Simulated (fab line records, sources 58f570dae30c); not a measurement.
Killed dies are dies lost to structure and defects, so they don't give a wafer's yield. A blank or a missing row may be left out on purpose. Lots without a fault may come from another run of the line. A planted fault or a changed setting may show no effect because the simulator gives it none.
One fault seen from 2 desks | flow berkeley_cmos170 | each desk has only its own numbers; what lay behind them comes last

THE TOOL OWNER'S DESK: litho_track-04
The tool's own readings at UCB170_M2_COAT_10 (resist thk 900 nm): means of the sampled wafers that have a number, for each lot that ran on this tool. A lot is out of limits, marked OUT, if its mean lies more than 4 standard deviations from the usual mean; the brackets give that distance.
Columns: A = spin_speed_rpm at UCB170_M2_COAT_10, usual 1500.0 rpm
lot  | first seen here | A
L137 | day 10 00:00    | 1500.2
L144 | day 11 11:00    | 1544.1 (+46) OUT
L148 | day 12 00:00    | 1544.0 (+46) OUT
This desk's finding: out of limits on L144, L148; first on L144, day 11 11:00 (spin_speed_rpm at UCB170_M2_COAT_10). In limits: L137.

THE METROLOGY DESK
What the gauges read, lot by lot, whatever tool the lot ran on: means of the sampled wafers that have a number. A lot is out of limits, marked OUT, if its mean lies more than 4 standard deviations from the usual mean; the brackets give that distance.
Columns: A = cd_nm at UCB170_V1_CD_MEAS_90, usual 699.7 nm; B = M2_AL_RS at UCB170_M2_RS_MEAS_02, usual 0.0321 ohm/sq; C = M2_AL_THK at UCB170_M2_THK_MEAS_03, usual 900 nm; D = cd_nm at UCB170_M2_CD_MEAS_15, usual 700.0 nm; E = M2_OVL at UCB170_M2_OVL_MEAS_16, usual -2 nm
lot  | first seen here | A     | B      | C   | D     | E
L140 | day 9 17:52     | 699.1 | 0.0322 | 890 | 698.2 | -14
L137 | day 9 22:32     | 698.1 | 0.0319 | 905 | 700.8 | 1
L144 | day 11 10:02    | 699.3 | 0.0323 | 894 | 700.6 | 1
L148 | day 11 19:58    | 699.3 | 0.0317 | 910 | 699.1 | 3
L153 | day 13 04:41    | 699.6 | 0.0321 | 897 | 700.1 | 10
L155 | day 13 11:49    | 700.0 | 0.0317 | 907 | 699.0 | -2
This desk's finding: nothing out of limits on any of the 6 lots.

PUT TOGETHER
The tool owner's desk could have raised an alarm at day 11 11:00, on L144, L148.
The metrology desk saw nothing out of limits.
The metrology desk has L144, L148 on record, within its limits.
Of the lots named, all ran UCB170_M2_COAT_10 on litho_track-04.

WHAT THE SIMULATOR HAD PUT IN
Process parameter drift: litho_track-04, from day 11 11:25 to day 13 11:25, at UCB170_M2_COAT_10. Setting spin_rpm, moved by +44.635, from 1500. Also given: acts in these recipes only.
Lots struck among those shown: L144, L148.
